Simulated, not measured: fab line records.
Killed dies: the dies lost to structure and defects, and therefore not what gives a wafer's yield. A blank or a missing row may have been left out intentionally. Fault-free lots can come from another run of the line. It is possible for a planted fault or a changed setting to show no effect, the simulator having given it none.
fab line records | flow ritCmos
record lots=5 wafers=15 lastDay=7
route steps=202 shown M1@184
lots with no fault: from the same line, run without faults
startH: hours from the record's first day to the start of the lot's first wafer shown | waitH: hours elapsed since this lot's preceding step | " as in the row above | L1.1+2: several wafers, shown together as one row | - either no value or no given start | * or withheld: withheld | < > ~ a bound
route shown NAME@n: NAME is a module with steps in the file, n the number in the route of the first one | usual: the fault-free wafers' mean and standard deviation | same: alike in all rows | chamber/n: place in a boat | sites: per-site readings | _std_site: how widely they spread, as a standard deviation | _edge_site: inner sites' mean taken away from outer sites' mean | radiusMm: how far each site lies from the wafer's centre | mask NAME#n: copy n | behind: the tool/chamber that last shaped the wafer | hold: what put the lot on hold/how long, in hours/how the hold closed | device: the n, p or np transistor that did not switch | end of line: tests of these same wafers at the route's end | for a step that has no rows: nothing shown but its recipe | killed: at the first sort, the dies lost to defects and structure; wafer yield is something else | map: dies across one wafer; x = killed, . = not, _ = none there
set.NAME: the run value of the setting; set.NAME@STEP: its run value at that earlier step | model.NAME: the simulator's own value behind a step, which no gauge read
a table for each step, a row for each wafer; lots at some steps of the route
services: a tool's chamber out of use, with start hour (startH, from the record's first day; less than 0 if before it), hours out, and reason
## steps
# step RIT_M1_SPUTTER_00
# recipe material=Al targetThkNm=400 powerW=2000 chamberPressurePa=0.4 gas=Ar timeS=500 substrateTempC=25
# usual chamberPressurePa=0.4001/0.0008 throttleValvePct=30.2/0.97
# columns lot.wafer tool chamber startH waitH chamberPressurePa throttleValvePct
L412.1 pvdSputter-03 - 53.53 0.0 0.3996 30.4
L412.2 " - " " 0.4003 28.4
L412.3 " - " " 0.4004 29.2
L413.1 pvdSputter-02 - 56.80 0.0 0.4010 31.2
L413.4 " - " " 0.4003 29.0
L413.6 " - " " 0.4002 31.2
L427.2 pvdSputter-03 - 136.89 0.0 0.4008 30.4
L427.4 " - " " 0.3992 28.6
L427.5 " - " " 0.3998 29.4
L428.3 pvdSputter-02 - 144.05 0.0 0.3995 29.3
L428.4 " - " " 0.3985 31.4
L428.5 " - " " 0.3991 30.7
L432.2 pvdSputter-03 - 158.85 0.0 0.4003 28.6
L432.4 " - " " 0.4011 29.3
L432.6 " - " " 0.3989 31.0
# step RIT_M1_RS_MEAS_01
# recipe thkMeasGauge=four-point-probe reads=Al_of_M1_SPUTTER_00
# usual M1_AL_RS=0.0736/0.0007
# columns lot.wafer tool chamber startH waitH M1_AL_RS[ohm/sq]
L412.1 filmMetro-02 - 53.83 0.1 0.0741
L412.2 " - " " 0.0740
L412.3 " - " " 0.0738
L413.1 filmMetro-01 - 57.10 0.1 0.0731
L413.4 " - " " 0.0734
L413.6 " - " " 0.0728
L427.2 filmMetro-02 - 137.20 0.2 0.0742
L427.4 " - " " 0.0734
L427.5 " - " " 0.0739
L428.3 filmMetro-03 - 144.39 0.2 0.0737
L428.4 " - " " 0.0732
L428.5 " - " " 0.0736
L432.2 filmMetro-02 - 159.16 0.2 0.0733
L432.4 " - " " 0.0741
L432.6 " - " " 0.0743
# step RIT_M1_THK_MEAS_02
# recipe thkMeasGauge=xrf reads=Al_of_M1_SPUTTER_00
# usual M1_AL_THK=397/3.9
# columns lot.wafer tool chamber startH waitH M1_AL_THK[nm]
L412.1 filmMetro-02 - 53.95 0.1 394
L412.2 " - " " 396
L412.3 " - " " 396
L413.1 filmMetro-01 - 57.22 0.1 402
L413.4 " - " " 398
L413.6 " - " " 402
L427.2 filmMetro-02 - 137.31 0.1 394
L427.4 " - " " 396
L427.5 " - " " 394
L428.3 filmMetro-03 - 144.49 0.1 396
L428.4 " - " " 396
L428.5 " - " " 399
L432.2 filmMetro-02 - 159.27 0.1 400
L432.4 " - " " 395
L432.6 " - " " 395
# step RIT_M1_HMDS_03
# recipe primeTimeS=60 primeTempC=140
# step RIT_M1_COAT_04
# recipe resist=NOVOLAK spinRpm=2000 resistThkNm=1300
# step RIT_M1_SOFTBAKE_05
# recipe resist=NOVOLAK tempC=90 timeS=60
# step RIT_M1_EXPOSE_06
# recipe maskId=M12 na=0.6 sourceShape=conventional sigmaOuter=0.5 targetCdNm=2600 doseMj=250
# step RIT_M1_PEB_07
# recipe resist=NOVOLAK tempC=withheld timeS=withheld
# step RIT_M1_DEVELOP_08
# recipe resist=NOVOLAK developTimeS=68 devTempC=23
# step RIT_M1_CD_MEAS_09
# recipe targetCdNm=2600
# usual cdNm=2599.9/1.7
# columns lot.wafer tool chamber startH waitH cdNm
L412.1 cdSem-01 - 54.89 - 2599.4
L412.2 " - " " 2601.2
L412.3 " - " " 2601.3
L413.1 cdSem-02 - 58.28 - 2598.2
L413.4 " - " " 2598.0
L413.6 " - " " 2600.7
L427.2 cdSem-02 - 138.26 - 2596.5
L427.4 " - " " 2599.1
L427.5 " - " " 2599.3
L428.3 cdSem-02 - 145.46 - 2600.1
L428.4 " - " " 2597.8
L428.5 " - " " 2597.4
L432.2 cdSem-02 - 160.44 - 2599.7
L432.4 " - " " 2599.5
L432.6 " - " " 2600.9
# step RIT_M1_OVL_MEAS_10
# usual M1_OVL=0.3/1.5
# columns lot.wafer tool chamber startH waitH M1_OVL[nm]
L412.1 overlay-01 - 55.01 0.1 -0.2
L412.2 " - " " -0.6
L412.3 " - " " -0.8
L413.1 overlay-01 - 58.40 0.1 1.5
L413.4 " - " " 1.3
L413.6 " - " " 0.8
L427.2 overlay-01 - 138.37 0.1 -0.1
L427.4 " - " " 0.9
L427.5 " - " " -0.8
L428.3 overlay-02 - 145.56 0.1 1.4
L428.4 " - " " -0.5
L428.5 " - " " 0.7
L432.2 overlay-01 - 160.54 0.1 0.6
L432.4 " - " " 2.0
L432.6 " - " " 2.4
# step RIT_M1_HARDBAKE_11
# recipe resist=NOVOLAK tempC=140 timeS=120
# step RIT_M1_METAL_ETCH_12
# recipe stopOn=SiO2 chemistry=Cl2/BCl3 target=Al timeS=165 overEtchFrac=0.5 pressureMtorr=100 targetDepthA=6000 rfW=250 Cl2_flow_sccm=60 bcl3FlowSccm=50
# usual drypumpMotorCurrentA=5.8/0.55 oesProductAu=0.771/0.012 overEtchFrac=0.5/0 throttleValvePct=8.20/0.12
# columns lot.wafer tool chamber startH waitH drypumpMotorCurrentA oesProductAu overEtchFrac rfHoursCounterH throttleValvePct model.NOVOLAK_of_M1_COAT_04.thkNm
L412.1 rieMetal-01 0 55.29 0.2 6.5 0.760 0.5 4 8.39 814.9
L412.2 " 1 " " 5.2 0.772 0.5 4 8.01 813.5
L412.3 " 1 " " 5.2 0.774 0.5 - 8.03 813.1
L413.1 rieMetal-03 0 58.69 0.2 5.6 0.797 0.5 1 8.30 808.2
L413.4 " 0 " " 5.6 0.783 0.5 - 8.31 812.4
L413.6 " 0 " " 5.6 0.790 0.5 - 8.33 807.3
L427.2 rieMetal-01 0 138.71 0.2 6.5 0.760 0.5 5 8.36 812.6
L427.4 " 1 " " 5.2 0.771 0.5 - 8.01 812.9
L427.5 " 1 " " 5.2 0.784 0.5 - 8.04 814.7
L428.3 rieMetal-03 1 146.05 0.2 5.3 0.789 0.38948 - 8.19 834
L428.4 " 0 " " 5.6 0.782 0.5 - 8.32 806.3
L428.5 " 0 " " 5.6 0.786 0.5 - 8.32 810.1
L432.2 rieMetal-01 1 160.88 0.2 5.2 0.776 0.5 - 8.04 809.8
L432.4 " 1 " " 5.2 0.770 0.5 - 8.02 811.4
L432.6 " 1 " " 5.2 0.778 0.5 - 8.03 812.6
# step RIT_M1_STRIP_13
# recipe chemistry=nmp resist=NOVOLAK tempC=80 timeS=600 dry=n2Spin
# step RIT_M1_PROBE_99
# usual defectLimitedYield=97.5/1 killedAtContacts=0.1/0.24 killedAtFrontEnd=6.6/2.7 killedDies=6.6/2.7 killedOpen=3.3/1.8 killedShort=3.4/1.9 sort_bin_3_pad_short=0.1/0.19 sort_bin_5_function=1.5/0.78 sort_bin_6_memory=0.9/0.63 sortNPass=257.4/2.7 sortYieldPct=97.5/1
# same grossDies=264 killed_at_M0_to_M3=0 killed_at_M4_up=0 killedAtBackSide=0 killedAtOther=0
# columns lot.wafer tool chamber startH waitH defectLimitedYield[%] killedAtContacts killedAtFrontEnd killedDies killedOpen killedShort sort_bin_3_pad_short[%] sort_bin_5_function[%] sort_bin_6_memory[%] sortNPass sortYieldPct[%]
L412.1 prober-01 - 57.54 0.1 98.9 0 3 3 2 1 0 0.4 0.8 261.0 98.9
L412.2 prober-01 - 57.59 0.1 97.7 0 6 6 2 4 0 1.1 1.1 258.0 97.7
L412.3 prober-01 - 57.64 0.2 98.5 0 4 4 2 2 0 1.1 0.4 260.0 98.5
L413.1 prober-02 - 61.68 0.1 99.6 0 1 1 0 1 0 0.4 0 263.0 99.6
L413.4 prober-02 - 61.83 0.2 96.2 0 10 10 8 2 0 3.4 0.4 254.0 96.2
L413.6 prober-02 - 61.93 0.2 95.1 0 13 13 7 6 0.4 3.0 1.5 251.0 95.1
L427.2 prober-02 - 141.01 0.1 97.0 0 8 8 4 4 0 1.9 1.1 256.0 97.0
L427.4 prober-02 - 141.11 0.2 97.0 0 8 8 3 5 0 0.4 2.7 256.0 97.0
L427.5 prober-02 - 141.16 0.2 98.5 0 4 4 1 3 0 1.1 0.4 260.0 98.5
L428.3 prober-01 - 148.91 0.2 97.3 1 6 7 4 3 0.4 1.5 0.8 257.0 97.3
L428.4 prober-01 - 148.96 0.2 98.9 0 3 3 2 1 0 0.8 0.4 261.0 98.9
L428.5 prober-01 - 149.01 0.2 98.5 0 4 4 4 0 0 0.8 0.8 260.0 98.5
L432.2 prober-01 - 164.23 0.1 96.6 0 9 9 5 4 0.4 1.1 1.9 255.0 96.6
L432.4 prober-01 - 164.33 0.2 96.6 0 9 9 5 4 0 2.3 1.1 255.0 96.6
L432.6 prober-01 - 164.43 0.2 96.2 0 10 10 5 5 0 2.3 1.5 254.0 96.2
# killed by level:class
L412.1 GATE:geometricParticle:open=1 SPACER:geometricParticle:short=1 SILICIDE:geometricParticle:open=1
L412.2 FOX1:geometricParticle:short=1 FOX1:geometricParticle:open=1 GATE:geometricParticle:short=1 GATE:geometricParticle:open=1 REOX:geometricParticle:short=1 SILICIDE:geometricParticle:short=1
L412.3 REOX:geometricParticle:open=2 GATE:geometricParticle:short=1 REOX:geometricParticle:short=1
L413.1 SILICIDE:geometricParticle:short=1
L413.4 FOX1:geometricParticle:open=3 FOX2:geometricParticle:open=2 SPACER:geometricParticle:open=2 FOX2:geometricParticle:short=1 GATE:geometricParticle:short=1 GATE:geometricParticle:open=1
L413.6 FOX1:geometricParticle:open=3 SPACER:geometricParticle:short=3 FOX2:geometricParticle:short=2 FOX2:geometricParticle:open=2 GATE:geometricParticle:open=1 REOX:geometricParticle:open=1 REOX:geometricParticle:short=1
L427.2 SPACER:geometricParticle:short=3 SPACER:geometricParticle:open=3 FOX2:geometricParticle:open=1 GATE:geometricParticle:short=1
L427.4 FOX2:geometricParticle:short=2 GATE:geometricParticle:short=2 REOX:geometricParticle:open=2 REOX:geometricParticle:short=1 SPACER:geometricParticle:open=1
L427.5 GATE:geometricParticle:short=2 REOX:geometricParticle:open=1 SILICIDE:geometricParticle:short=1
L428.3 FOX2:geometricParticle:open=2 FOX1:geometricParticle:open=1 GATE:geometricParticle:open=1 GATE:geometricParticle:short=1 SILICIDE:geometricParticle:short=1 CONTACT:geometricParticle:short=1
L428.4 GATE:geometricParticle:open=2 GATE:geometricParticle:short=1
L428.5 REOX:geometricParticle:open=2 FOX2:geometricParticle:open=1 GATE:geometricParticle:open=1
L432.2 REOX:geometricParticle:short=3 FOX1:geometricParticle:open=2 GATE:geometricParticle:open=1 GATE:geometricParticle:short=1 REOX:geometricParticle:open=1 SPACER:geometricParticle:open=1
L432.4 GATE:geometricParticle:open=3 REOX:geometricParticle:short=2 REOX:geometricParticle:open=2 FOX2:geometricParticle:short=1 GATE:geometricParticle:short=1
L432.6 SPACER:geometricParticle:open=3 SPACER:geometricParticle:short=2 ACTIVE:geometricParticle:short=1 FOX1:geometricParticle:short=1 GATE:geometricParticle:short=1 GATE:geometricParticle:open=1 REOX:geometricParticle:open=1
## services
# columns tool chamber startH hours kind
pvdSputter-03 - 29.76 0.6 repair
pvdSputter-03 - 100.29 3.2 repair
pvdSputter-03 - 116.03 5.1 repair
pvdSputter-02 - 145.73 5.8 repair
## key
firstSign step=RIT_M1_METAL_ETCH_12 reading=overEtchFrac direction=down sigmas=99+ usual=0.5 struck=0.38948
effect none on later readings
modelEffect step=RIT_M1_METAL_ETCH_12 value=NOVOLAK_of_M1_COAT_04.thkNm without=809.6 struck=834
metAt RIT_M1_METAL_ETCH_12
struckWafers L428.3
fault kind=processParameterDrift tool=rieMetal-03 chamber=1 onsetH=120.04 steps=RIT_M1_METAL_ETCH_12 channel=overEtchFrac offset=-0.11052 shape=step endH=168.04 stated=0.5
